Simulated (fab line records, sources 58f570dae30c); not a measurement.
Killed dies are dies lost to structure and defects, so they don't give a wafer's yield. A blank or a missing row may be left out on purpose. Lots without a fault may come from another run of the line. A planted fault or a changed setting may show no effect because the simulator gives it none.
fab line records | flow berkeley_cmos170
record lots=7 wafers=21 last_day=13
route steps=331 shown M2@291 V2@292
lots that met no fault: from a run of the same line without faults
start_h: hours from the record's first day to the start of the lot's first wafer shown | wait_h: hours since the lot's step before | " the same as in the row above | L1.1+2: a row that stands for several wafers | - no value, or no start given | * or withheld: withheld | < > ~ a bound
route shown NAME@n: a module of which the file shows steps, and the number in the route of the first | usual: mean/standard deviation of fault-free wafers | same: alike in all rows | chamber/n: place in a boat | sites: the reading at each site | _std_site: their standard deviation | _edge_site: outer sites' mean less inner sites' | radius_mm: how far each site lies from the wafer's centre | mask NAME#n: copy n | behind: the tool/chamber that last shaped the wafer | hold: why the lot was held/for how many hours/how that ended | device: the transistor (n, p or np) that didn't switch | end of line: the same wafers' tests at the end of the route | a step without rows: its recipe alone | killed: dies lost to structure and defects at the first sort, not the wafer's yield | map: a wafer's dies, x killed, . not, _ none there
set.NAME: the setting as run; set.NAME@STEP: as run at that earlier step | model.NAME: the simulator's own value behind a step, which no gauge read
lots at some steps of the route; a table a step, a row a wafer
services: from which hour (start_h, from the record's first day; less than 0 if before it) a tool's chamber was out of use, for how many hours, and why
## steps
# step UCB170_M2_CD_MEAS_90
# recipe target_cd_nm=700
# usual cd_nm=699.0/2.7
# columns lot.wafer tool chamber start_h wait_h cd_nm
L990.1 cd_sem-01 - 210.11 0.1 696.3
L990.3 " - " " 699.9
L990.6 " - " " 697.7
L995.1 cd_sem-02 - 220.29 0.1 699.1
L995.2 " - " " 701.4
L995.6 " - " " 699.9
L993.1 cd_sem-01 - 221.95 0.1 696.4
L993.3 " - " " 698.0
L993.5 " - " " 698.0
L997.3 cd_sem-02 - 230.65 0.1 699.9
L997.4 " - " " 698.0
L997.6 " - " " 701.7
L996.1 cd_sem-02 - 232.00 0.1 696.4
L996.2 " - " " 697.9
L996.5 " - " " 697.3
L106.1 cd_sem-02 - 275.44 0.1 695.3
L106.2 " - " " 697.5
L106.5 " - " " 694.5
L110.3 cd_sem-02 - 304.13 0.1 700.1
L110.4 " - " " 695.1
L110.5 " - " " 698.4
# step UCB170_V2_CVD_00
# recipe material=SiO2 target_thk_nm=2000 temp_c=390 precursor=TEOS/O2 time_s=250 rf_w=550 pressure_mtorr=9000
# usual heater_power_w=222/45 pressure_mtorr=8998/18
# columns lot.wafer tool chamber start_h wait_h heater_power_w pressure_mtorr
L990.1 pecvd-01 2 210.23 0.1 199 8997
L990.3 " 1 " " 213 9018
L990.6 " 2 " " 141 8977
L995.1 pecvd-04 0 220.41 0.1 262 9014
L995.2 " 2 " " 265 9012
L995.6 " 0 " " 201 9015
L993.1 pecvd-03 2 222.07 0.1 304 8995
L993.3 " 1 " " 239 8957
L993.5 " 0 " " 241 8983
L997.3 pecvd-04 0 230.73 0.1 212 9034
L997.4 " 0 " " 279 9042
L997.6 " 1 " " 189 8996
L996.1 pecvd-01 2 232.12 0.1 143 8986
L996.2 " 0 " " 214 8991
L996.5 " 2 " " 211 9013
L106.1 pecvd-01 2 275.56 0.1 181 9000
L106.2 " 0 " " 243 8995
L106.5 " 0 " " 165 9012
L110.3 pecvd-01 0 304.21 0.1 225 8975
L110.4 " 1 " " 184 9028
L110.5 " 2 " " 140 8994
# step UCB170_V2_THK_MEAS_01
# recipe reads=SiO2_of_V2_CVD_00
# usual V2_TEOS_THK=2001/22
# columns lot.wafer tool chamber start_h wait_h V2_TEOS_THK[nm]
L990.1 film_metro-03 - 210.39 0.1 2008
L990.3 " - " " 1999
L990.6 " - " " 2011
L995.1 film_metro-03 - 220.57 0.1 1985
L995.2 " - " " 1968
L995.6 " - " " 2013
L993.1 film_metro-01 - 222.22 0.1 1987
L993.3 " - " " 1984
L993.5 " - " " 2011
L997.3 film_metro-03 - 230.91 0.1 1986
L997.4 " - " " 2046
L997.6 " - " " 2000
L996.1 film_metro-01 - 232.28 0.1 2014
L996.2 " - " " 1993
L996.5 " - " " 2028
L106.1 film_metro-03 - 275.71 0.1 2006
L106.2 " - " " 1999
L106.5 " - " " 2032
L110.3 film_metro-04 - 304.38 0.1 1974
L110.4 " - " " 2011
L110.5 " - " " 2030
# step UCB170_V2_CMP_02
# recipe material=SiO2 down_force_psi=6 platen_rpm=60 pad_velocity_m_s=0.75398
# usual motor_current_A=16.5/1.8 slurry_flow_ml_min=150.0/0.45
# columns lot.wafer tool chamber start_h wait_h motor_current_A slurry_flow_ml_min
L990.1 cmp-02 3 210.45 0.1 15.8 150.4
L990.3 " 1 " " 15.5 150.1
L990.6 " 3 " " 15.7 150.4
L995.2 cmp-01 2 220.73 0.1 20.6 150.2
L995.1 " 3 " " 16.6 150.4
L995.6 " 0 " " 16.3 150.2
L993.3 cmp-02 1 222.38 0.1 15.7 150.8
L993.1 " 2 " " 15.2 150.0
L993.5 " 0 " " 13.8 149.4
L997.3 cmp-01 2 230.95 0.0 20.5 150.1
L997.4 " 3 " " 16.6 150.0
L997.6 " 2 " " 20.5 149.7
L996.2 cmp-01 0 232.44 0.1 16.1 149.0
L996.1 " 1 " " 17.2 149.9
L996.5 " 3 " " 16.4 150.5
L106.2 cmp-02 3 275.77 0.0 16.2 150.2
L106.1 " 2 " " 15.8 149.7
L106.5 " 0 " " 14.3 149.8
L110.4 cmp-01 3 304.42 0.0 16.5 150.4
L110.3 " 0 " " 16.6 150.3
L110.5 " 0 " " 16.3 149.7
# step UCB170_V2_BOW_MEAS_03
# recipe mode=bow
# usual V2_BOW=37/6.7
# columns lot.wafer tool chamber start_h wait_h V2_BOW[um]
L990.1 film_metro-03 - 210.75 0.2 38
L990.3 " - " " 33
L990.6 " - " " 39
L995.1 film_metro-04 - 220.93 0.1 26
L995.2 " - " " 35
L995.6 " - " " 29
L993.1 film_metro-03 - 222.58 0.1 26
L993.3 " - " " 29
L993.5 " - " " 32
L997.3 film_metro-01 - 231.29 0.3 40
L997.4 " - " " 38
L997.6 " - " " 39
L996.1 film_metro-03 - 232.64 0.1 43
L996.2 " - " " 36
L996.5 " - " " 30
L106.1 film_metro-04 - 276.07 0.1 30
L106.2 " - " " 34
L106.5 " - " " 38
L110.3 film_metro-01 - 304.76 0.2 51
L110.4 " - " " 47
L110.5 " - " " 49
# step UCB170_V2_THK_MEAS_04
# recipe reads=SiO2_of_V2_CVD_00
# usual V2_POLISHED_THK=999.3/1.1
# columns lot.wafer tool chamber start_h wait_h V2_POLISHED_THK[nm]
L990.1 film_metro-03 - 210.87 0.1 1000.3
L990.3 " - " " 998.9
L990.6 " - " " 1000.7
L995.1 film_metro-04 - 221.05 0.1 999.7
L995.2 " - " " 999.1
L995.6 " - " " 998.5
L993.1 film_metro-03 - 222.70 0.1 998.7
L993.3 " - " " 998.9
L993.5 " - " " 1001.2
L997.3 film_metro-01 - 231.39 0.1 998.3
L997.4 " - " " 998.1
L997.6 " - " " 998.5
L996.1 film_metro-03 - 232.76 0.1 997.1
L996.2 " - " " 999.3
L996.5 " - " " 998.3
L106.1 film_metro-04 - 276.19 0.1 999.8
L106.2 " - " " 1000.4
L106.5 " - " " 1000.1
L110.3 film_metro-01 - 304.86 0.1 999.4
L110.4 " - " " 998.7
L110.5 " - " " 998.2
# step UCB170_V2_CLEAN_05
# recipe chemistry=DIW
# step UCB170_V2_HMDS_06
# recipe prime_time_s=60 prime_temp_c=100
# step UCB170_V2_COAT_07
# recipe resist=KrF spin_rpm=1500 resist_thk_nm=900
# step UCB170_V2_SOFTBAKE_08
# recipe resist=KrF temp_c=130 time_s=60
# step UCB170_V2_EXPOSE_09
# recipe mask_id=VIA2 target_cd_nm=700 na=0.5 sigma_outer=0.6 source_shape=conventional dose_mj=37
# step UCB170_V2_PEB_10
# recipe peb_temp_c=130 peb_time_s=withheld resist=KrF
# step UCB170_V2_DEVELOP_11
# recipe developer=TMAH develop_time_s=45 resist=KrF dev_temp_c=21
# usual chill_plate_temp_C=22.99/0.12 develop_time_s=45/0 resist_line_temp_C=23.01/0.096
# columns lot.wafer tool chamber start_h wait_h chill_plate_temp_C develop_time_s resist_line_temp_C model.KrF_of_V2_COAT_07.thk_nm
L990.1 litho_track-03 0 212 - 23.16 45 22.93 882.5
L990.3 " 0 " " 23.17 45 22.95 886.2
L990.6 " 0 " " 23.24 45 22.95 885.3
L995.1 litho_track-04 - 222 - - - - 895.8
L995.2 " - " " - - - 894.6
L995.6 " - " " - - - 896.6
L993.1 litho_track-04 - 224 - - - - 895.8
L993.3 " - " " - - - 895.7
L993.5 " - " " - - - 896.1
L997.3 litho_track-03 - 232 - - - - 901.3
L997.4 " - " " - - - 899
L997.6 " - " " - - - 898.2
L996.1 litho_track-03 0 234 - 22.82 45 23.02 886.4
L996.2 " 0 " " 22.99 45 23.09 883.1
L996.5 " 0 " " 22.83 45 23.01 882.6
L106.1 litho_track-03 0 278 - 23.17 45 23.03 879.8
L106.2 " 0 " " 23.00 45 22.98 878
L106.5 " 0 " " 23.03 45 22.94 880.9
L110.3 litho_track-02 0 307 - 23.00 45 23.07 883.4
L110.4 " 0 " " 22.90 45 23.03 880.7
L110.5 " 0 " " 22.93 45 23.00 882
# step UCB170_V2_CD_MEAS_12
# recipe target_cd_nm=700
# usual cd_nm=700.1/1.4
# columns lot.wafer tool chamber start_h wait_h cd_nm
L990.1 cd_sem-02 - 212.85 - 700.7
L990.3 " - " " 699.2
L990.6 " - " " 699.4
L995.1 cd_sem-01 - 222.15 - -
L995.2 " - " " -
L995.6 " - " " -
L993.1 cd_sem-02 - 224.34 - -
L993.3 " - " " -
L993.5 " - " " -
L997.3 cd_sem-01 - 232.83 - -
L997.4 " - " " -
L997.6 " - " " -
L996.1 cd_sem-02 - 234.14 - 698.9
L996.2 " - " " 699.0
L996.5 " - " " 699.3
L106.1 cd_sem-02 - 278.67 - 700.4
L106.2 " - " " 700.9
L106.5 " - " " 699.4
L110.3 cd_sem-02 - 307.75 - 702.4
L110.4 " - " " 702.4
L110.5 " - " " 703.0
## services
# columns tool chamber start_h hours kind
pecvd-01 - 195.51 0.7 repair
cmp-01 - 213.52 1.8 repair
cmp-02 - 232.00 4.0 pm
cmp-02 - 236.00 - consumable_replace:conditioner
cmp-02 - 236.00 - consumable_replace:pad
cmp-02 - 241.81 2.2 repair
pecvd-03 - 242.50 14.0 pm
pecvd-03 0 242.50 14.0 vent_cycle
pecvd-03 1 242.50 14.0 vent_cycle
pecvd-03 2 242.50 14.0 vent_cycle
pecvd-03 0 256.50 - clean
pecvd-03 1 256.50 - clean
pecvd-03 2 256.50 - clean
pecvd-01 2 257.14 8.0 repair
cmp-01 - 259.29 1.9 repair
cmp-02 - 266.25 4.9 pm
cmp-02 - 273.03 0.7 repair
pecvd-03 2 273.69 10.9 repair
pecvd-01 1 283.02 4.3 repair
cmp-02 - 291.09 0.6 repair
cmp-01 - 297.52 1.8 repair
cmp-02 - 300.97 3.8 repair
## key
first_sign step=UCB170_V2_DEVELOP_11 reading=tool_record direction=missing
effect none on later readings
model_effect step=UCB170_V2_DEVELOP_11 value=KrF_of_V2_COAT_07.thk_nm without=882.8 struck=897
met_at UCB170_V2_DEVELOP_11
struck_wafers L993.1,L993.3,L993.5,L995.1,L995.2,L995.6,L997.3,L997.4,L997.6
later_rows_left_out L993.1,L993.3,L993.5,L995.1,L995.2,L995.6,L997.3,L997.4,L997.6
sort_left_out L993.1,L993.3,L993.5,L995.1,L995.2,L995.6,L997.3,L997.4,L997.6
onset_between 212 222
fault kind=skipped_step_whole tool=litho_track-03,litho_track-04 chamber=- onset_h=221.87 steps=UCB170_V2_DEVELOP_11 scope=struck_lots_only
# sort_left_out: the simulated sort isn't trusted on such a fault, so these wafers' sort isn't shown, and their yield isn't known
# later_rows_left_out: the simulator's readings of these wafers behind a module that went badly wrong aren't trusted and aren't shown, but for the sort
